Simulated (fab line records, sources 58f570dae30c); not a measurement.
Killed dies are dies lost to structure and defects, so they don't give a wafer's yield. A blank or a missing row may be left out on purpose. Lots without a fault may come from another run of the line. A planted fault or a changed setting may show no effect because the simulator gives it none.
Problem report in the 8D (eight disciplines) form, filled by code | flow berkeley_cmos170 | the parts of the form that need people (team, actions taken, sign-off) are left out

1. THE PROBLEM
PVT_TW at UCB170_PVT_TW_MEAS_09 reads a mean of 426.7 on 6 wafers of 2 lots; wafers without a fault read 505.7 with a standard deviation of 3. That is -26 standard deviations from the usual mean.
First seen on wafer L699.1, day 6 10:37, on film_metro-02. The record holds 42 wafers of 14 lots with a number at this step. Rule for "out", or "out of limits": more than 4 standard deviations from the usual mean. The other wafers with a number count as sound.

2. WHAT IT IS AND WHAT IT IS NOT
question                    | is                           | is not
which readings at this step | PVT_TW                       | -
which lots                  | L698, L699                   | L694, L695, L696, L697, L700, L710, L711, L712, L714, L715, L716, L717
which wafers of those lots  | all that have a number       | -
read on which gauges        | film_metro-02, film_metro-04 | film_metro-01
when                        | from day 6 10:37             | up to then (12 sound wafers); but 24 sound wafers of L700, L710, L711, L712, L714, L715, L716, L717 came after

3. SUSPECTS, AND WHAT RULES EACH OUT
Counting: a tool at a process step up to the reading stays a suspect if it ran every lot that is out and no sound lot after the first of them.
- the gauge at UCB170_PVT_TW_MEAS_09: ruled out. The wafers that are out were read on 2 gauges (film_metro-02, film_metro-04).
- implanter-04 at UCB170_PVT_IMPLANT_07: ruled out as a lasting fault. Sound lots L712, L711, L717 ran on it after its first lot that is out, L699 (day 6 10:22).
Left after counting: nothing in the record.

4. THE CAUSE (what the simulator had put in)
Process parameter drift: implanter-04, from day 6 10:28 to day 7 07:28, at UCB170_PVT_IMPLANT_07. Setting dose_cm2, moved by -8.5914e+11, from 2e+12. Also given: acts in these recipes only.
Counting ruled it out, wrongly: the rule takes a fault to strike every lot that its tool runs from its start on, and this one did not.

5. THE CHAIN OF EFFECTS, in route order
Each row: a reading whose mean over the struck wafers that have a number lies more than 3 standard deviations from the usual. Only readings for which the record gives a usual standard deviation are gone through. hours: the time from each lot's start at the first step in this table that gives one to its start at this step, as a median over the lots. sigmas: the change in usual standard deviations.
hours | step                  | reading            | usual      | on struck wafers | change      | sigmas
0     | UCB170_PVT_IMPLANT_07 | dose_ions_cm2      | 2.0001e+12 | 1.1418e+12       | -8.5830e+11 | -99 or more
0     | UCB170_PVT_IMPLANT_07 | faraday_current_uA | 6.34       | 3.61             | -2.73       | -21
0     | UCB170_PVT_TW_MEAS_09 | PVT_TW             | 505.7      | 426.7            | -79.0       | -26
The process steps in it:
- UCB170_PVT_IMPLANT_07
Later measuring or inspecting steps at which every struck wafer that the step has a row for has a number for every such reading, and none has moved that far: UCB170_PLDD_OVL_MEAS_07, UCB170_CONTACT_CD_MEAS_15.

6. WHAT WOULD HAVE CAUGHT IT SOONER
In this record the first reading out of limits at a measuring or inspecting step was taken at day 6 10:37, 0 hours after the fault began at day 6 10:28.
The tool's own readings at UCB170_PVT_IMPLANT_07 were out on every struck wafer that the step has a row for (dose_ions_cm2, faraday_current_uA): an alarm limit on them would have fired on the first of those.
